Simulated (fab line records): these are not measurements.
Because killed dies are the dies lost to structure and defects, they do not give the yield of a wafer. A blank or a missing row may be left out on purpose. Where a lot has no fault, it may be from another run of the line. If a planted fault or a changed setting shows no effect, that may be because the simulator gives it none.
Which tool was responsible? | flow berkeley cmos170 | 21 wafers from 7 lots sampled at 2 of the route's 331 steps

WHAT EACH GAUGE READ, for each wafer
UCB170_GATE_OVL_MEAS_13.
lot  | measured     | on         | GATE_OVL (nm)
L291 | day 7 19:46  | overlay-02 | -2 -5 2
L294 | day 8 09:08  | overlay-01 | 10 0 7
L296 | day 8 09:41  | overlay-01 | 0 6 0
L298 | day 9 06:34  | overlay-02 | 0 1 -10
L302 | day 9 06:57  | overlay-02 | 5 4 1
L310 | day 11 09:38 | overlay-02 | 1 -2 10
L312 | day 11 21:23 | overlay-01 | -3 4 1

WHAT TOOL EACH LOT RAN ON (gives the tool, then ch and the chambers of the sampled wafers, and finally the start)
lot  | UCB170_ZERO_ETCH_06
L291 | rie diel-01 ch 2,3, day 2 11:19
L294 | rie diel-01 ch 1,3, day 2 23:16
L296 | rie diel-01 ch 0,1, day 3 12:14
L298 | rie diel-04 ch 0,1,2, day 4 00:16
L302 | rie diel-04 ch 0,2, day 4 11:44
L310 | rie diel-03 ch 1,2,3, day 6 03:01
L312 | rie diel-04 ch 1,2,3, day 6 16:15
- UCB170_ZERO_ETCH_06: etches SiO2 in CHF3/CF4/Ar, time 12 s.

THE ANSWER, worked out from the rows above alone
Rule: what is usual is taken from the lots themselves. The widest of any qualifying gaps counts: lots, ordered by their means at a reading, are off when they make up no more than a third of the lots, leave a main group of 4 or more, and stand apart from it by 3 or more times the standard deviation of that group's means. If all means in a main group match to the digits the tables above print for the reading, that group is not used. Also off: a lot with no number at a reading for which 4 or more lots have one. Any other lot the step has rows for is counted as sound.
Across all readings shown, no lot is off: no conclusion can be drawn from this.

WHAT THE SIMULATOR HAD PUT IN
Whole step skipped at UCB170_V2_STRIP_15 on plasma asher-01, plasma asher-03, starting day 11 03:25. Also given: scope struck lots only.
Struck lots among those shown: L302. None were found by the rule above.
